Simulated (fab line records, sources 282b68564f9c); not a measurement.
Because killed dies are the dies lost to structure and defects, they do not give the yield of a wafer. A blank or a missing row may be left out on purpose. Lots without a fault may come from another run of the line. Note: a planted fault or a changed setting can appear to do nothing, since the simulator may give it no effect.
Struck lot and sound lot, side by side || flow rit_cmos || 14 out of 202 route steps
Sound: wafers L229.1, L229.5, L229.6. Wafers L228.2, L228.4, L228.5 were the ones struck. The cause is given at the end.
Order at every step that has rows: each side's tool, ch and its chambers, its first start. Under that, the readings that differ: sound wafers || struck wafers || difference of the means || sigmas: that difference in standard deviations of wafers without a fault.
alike: readings whose means differ by less than 2 such deviations, and words and numbers that are the same on both sides. not compared: withheld readings, readings that some wafer has no value for, bounds like >300 that may hide the same value, and numbers for which the record gives no deviation and whose values overlap.
Wherever a step has rows on one side only, a row that says differs or no value, or a row with sigmas, the two part there. Numbers that don't overlap but have no deviation are shown without sigmas and don't part them. A reading that every wafer of one side lacks parts them only if that side has two wafers or more.

first, 1 step without rows for these wafers: RIT_CONTACT_HARDBAKE_10 (time 60 s).
RIT_CONTACT_ETCH_11: etches SiO2 in CHF3/CF4/Ar, stops on TiSi2, target depth 480 nm, time 320 s.
  sound on rie_diel-01 ch 1,2,3, day 6 08:40; struck on rie_diel-03 ch 2,3, day 6 06:34
  alike: drypump_motor_current_A, oes_product_au, throttle_valve_pct
  not compared: rf_hours_counter_h
RIT_CONTACT_STRIP_12: strips in O2, time 180 s.
  sound on plasma_asher-04 ch 0,1, day 6 08:52; struck on plasma_asher-04 ch 0,1, day 6 06:45
  alike: drypump_motor_current_A
  not compared: rf_hours_counter_h
RIT_CONTACT_CD_MEAS_90: the cd target is 1000 nm.
  sound: cd_sem-01 at day 6 09:02; struck: cd_sem-02 at day 6 06:57
  alike: cd_nm
then, 2 steps without rows for these wafers: RIT_CONTACT_CLEAN_13 (cleans in SC1, time 600 s); RIT_CONTACT_CLEAN_14 (cleans in SC2, time 600 s).
RIT_M1_SPUTTER_00: material Al, target thk 400 nm, time 500 s.
  sound: pvd_sputter-04 at day 6 09:33; struck: pvd_sputter-01 at day 6 07:27
  alike: throttle_valve_pct
RIT_M1_RS_MEAS_01: measures by four-point-probe.
  sound: film_metro-01 at day 6 09:51; struck: film_metro-04 at day 6 07:46
  alike: M1_AL_RS
RIT_M1_THK_MEAS_02: measures by xrf.
  sound: film_metro-01 at day 6 09:58; struck: film_metro-04 at day 6 07:52
  alike: M1_AL_THK
then, 3 steps without rows for these wafers: RIT_M1_HMDS_03 (prime time 60 s); RIT_M1_COAT_04 (resist thk 1300 nm); RIT_M1_SOFTBAKE_05 (time 60 s).
RIT_M1_EXPOSE_06: exposes mask M12, target cd 2600 nm.
  struck on iline_stepper-01, day 6 08:31; sound on iline_stepper-02 ch 0, day 6 10:42
  no value came back on the struck wafers for exposure_dose_mJ_cm2, focus_offset_nm (nm); on the sound wafers exposure_dose_mJ_cm2 reads 249.87 250.37 249.97
  alike: mask
following that, these wafers have no rows for 1 step: RIT_M1_PEB_07.

== WHERE THEY PART ==
RIT_M1_EXPOSE_06 only, going by this record.

WHY: what the simulator had put in
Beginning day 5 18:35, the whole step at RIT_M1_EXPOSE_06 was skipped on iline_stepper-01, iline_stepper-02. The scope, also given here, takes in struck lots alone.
